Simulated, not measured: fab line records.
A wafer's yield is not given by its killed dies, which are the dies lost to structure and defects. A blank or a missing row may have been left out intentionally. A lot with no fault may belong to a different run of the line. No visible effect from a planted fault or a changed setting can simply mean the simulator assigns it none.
Comparing a struck lot with a sound one || flow berkeleyCmos170 || 15 steps out of a route of 331
Sound: wafers L742.1, L742.3, L742.5. Struck: wafers L753.2, L753.3, L753.6. At the end, the cause is stated.
Each step with rows lists, per side, the tool, then ch with its chambers, then its first start. Under that, the readings that differ: sound wafers || struck wafers || difference of the means || sigmas: that difference in standard deviations of wafers without a fault.
alike: words and numbers the same on both sides, and readings whose means are apart by under 2 such deviations; not compared: readings that were withheld, readings missing a value for some wafer, numbers with overlapping values and no deviation given by the record, and bounds like >300 which may hide the same value.
A row with sigmas, a row that says differs or no value, or rows on one side alone: a step with any of these is where the two part. Numbers that don't overlap but have no deviation are shown without sigmas and don't part them. A reading that every wafer of one side lacks parts them only if that side has two wafers or more.

first, 1 step without rows for these wafers: UCB170_NVT_IMPLANT_07.
UCB170_NVT_STRIP_08: strips in O2.
  sound on plasmaAsher-02 ch 0,1, day 7 09:25; struck on plasmaAsher-04 ch 0,1, day 9 13:01
  alike: drypumpMotorCurrentA, oesProductAu, overashFraction, stripTimeToEndpointS
  not compared: rfHoursCounterH
UCB170_NVT_TW_MEAS_09:
  struck on filmMetro-04, day 9 13:07; sound on filmMetro-02, day 7 09:31
  alike: NVT_TW
then, 7 steps without rows for these wafers: UCB170_NVT_CLEAN_10 (cleans in SPM, time 600 s); UCB170_PVT_HMDS_00 (prime time 60 s); UCB170_PVT_COAT_01 (resist thk 900 nm); UCB170_PVT_SOFTBAKE_02 (time 60 s); UCB170_PVT_EXPOSE_03 (exposes mask NWELL, target cd 3000 nm); UCB170_PVT_PEB_04; UCB170_PVT_DEVELOP_05 (develop time 45 s).
UCB170_PVT_OVL_MEAS_06:
  struck on overlay-01, day 9 14:34; sound on overlay-02, day 7 12:02
  alike: PVT_OVL
then, 1 step without rows for these wafers: UCB170_PVT_IMPLANT_07.
UCB170_PVT_STRIP_08: strips in O2.
  sound on plasmaAsher-04 ch 1, day 7 12:17; struck on plasmaAsher-04 ch 1, day 9 14:44
{"reading": "oesProductAu (a.u.)", "sound": "0.735 0.737 0.736", "struck": "0.862 0.864 0.860", "difference": "+0.126", "sigmas": "+30"}
{"reading": "overashFraction", "sound": "0.5 0.5 0.5", "struck": "0.2 0.2 0.2", "difference": -0.3, "sigmas": ""}
  alike: drypumpMotorCurrentA, stripTimeToEndpointS
  not compared: rfHoursCounterH
UCB170_PVT_TW_MEAS_09:
  struck on filmMetro-04, day 9 14:51; sound on filmMetro-04, day 7 12:23
  alike: PVT_TW
-- the record jumps here: 2 days lie between the struck wafers' starts before and after (it left off in module PVT and takes up again in module M3, whose first step shown is number 331 of the route) --
UCB170_M3_PROBE_99:
  the record has rows for the struck wafers here (prober-02, day 12 01:34) and none for the sound ones

## WHERE THEY PART
Last at UCB170_M3_PROBE_99 as far as this record goes, first at UCB170_PVT_STRIP_08.

WHY: what had been put in by the simulator
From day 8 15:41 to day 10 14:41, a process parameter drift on plasmaAsher-04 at UCB170_PVT_STRIP_08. Setting overashFraction, moved by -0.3, from 0.5. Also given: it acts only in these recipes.
